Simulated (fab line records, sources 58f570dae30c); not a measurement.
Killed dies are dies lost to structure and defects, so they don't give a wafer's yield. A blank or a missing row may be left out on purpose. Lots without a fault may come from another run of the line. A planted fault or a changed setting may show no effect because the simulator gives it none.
Which tool did it? | flow berkeley_cmos170 | 14 lots, 42 wafers sampled, at 1 step of a route of 331

WHAT THE GAUGES READ, wafer by wafer
The record holds no reading of a measuring or inspecting step that can be judged against a usual standard deviation.

WHICH TOOL RAN EACH LOT (tool, then ch and the chambers of the sampled wafers, then the start)
lot  | UCB170_NVT_DEVELOP_05
L688 | litho_track-01 ch 0, day 5 18:00
L690 | litho_track-03 ch 0, day 6 01:00
L691 | litho_track-03 ch 0, day 6 12:00
L692 | litho_track-02 ch 0, day 6 12:00
L693 | litho_track-01 ch 0, day 6 12:00
L694 | litho_track-03 ch 0, day 7 03:00
L697 | litho_track-01 ch 0, day 7 13:00
L699 | litho_track-02 ch 0, day 7 23:00
L698 | litho_track-01 ch 0, day 7 23:00
L700 | litho_track-01 ch 0, day 8 04:00
L701 | litho_track-02 ch 0, day 8 04:00
L704 | litho_track-03, day 8 18:00
L703 | litho_track-02, day 8 18:00
L702 | litho_track-03 ch 0, day 8 19:00
- UCB170_NVT_DEVELOP_05: develop time 45 s.

WHAT THE TOOLS THEMSELVES READ (means of the sampled wafers that have a number; where no wafer has one, the mark that the record gives instead)
UCB170_NVT_DEVELOP_05.
lot  | tool           | chill_plate_temp_C (C) | resist_line_temp_C (C)
L688 | litho_track-01 | 22.92                  | 23.09
L690 | litho_track-03 | 22.98                  | 23.01
L691 | litho_track-03 | 22.98                  | 22.86
L692 | litho_track-02 | 22.97                  | 22.99
L693 | litho_track-01 | 23.06                  | 22.83
L694 | litho_track-03 | 23.10                  | 22.99
L697 | litho_track-01 | 22.88                  | 23.06
L699 | litho_track-02 | 22.96                  | 23.16
L698 | litho_track-01 | 23.00                  | 22.98
L700 | litho_track-01 | 23.09                  | 22.96
L701 | litho_track-02 | 22.96                  | 23.10
L704 | litho_track-03 | -                      | -
L703 | litho_track-02 | -                      | -
L702 | litho_track-03 | 22.91                  | 22.85

THE ANSWER, worked out from the rows above alone
Rule: what is usual is taken from the lots themselves. Put in order of their means at a reading, lots are off if they are a third of the lots or fewer, leave a main group of 4 or more, and stand apart from it by a gap of 3 or more times the standard deviation of the main group's means; of several such gaps the widest counts. A main group whose means are all the same, to the digits that the tables above print for the reading, isn't used. A lot without any number at a reading at which 4 lots or more have one is off too. The other lots that the step has rows for count as sound. The gauges are gone through in route order, then the tools' own readings, and for those a lot's mean is taken as printed above. The first step at which some lot is off is used, and at that step the reading that is off furthest; a lot without a number counts as furthest.
Off: L704, L703, at UCB170_NVT_DEVELOP_05 (chill_plate_temp_C). Without a number there: L704, L703. The main group: mean 22.98 C, standard deviation 0.066.
A tool fits if, at that step or a process step before it, it ran every lot that is off, and no sound lot after the first of them. None of those tried fits.

WHAT THE SIMULATOR HAD PUT IN
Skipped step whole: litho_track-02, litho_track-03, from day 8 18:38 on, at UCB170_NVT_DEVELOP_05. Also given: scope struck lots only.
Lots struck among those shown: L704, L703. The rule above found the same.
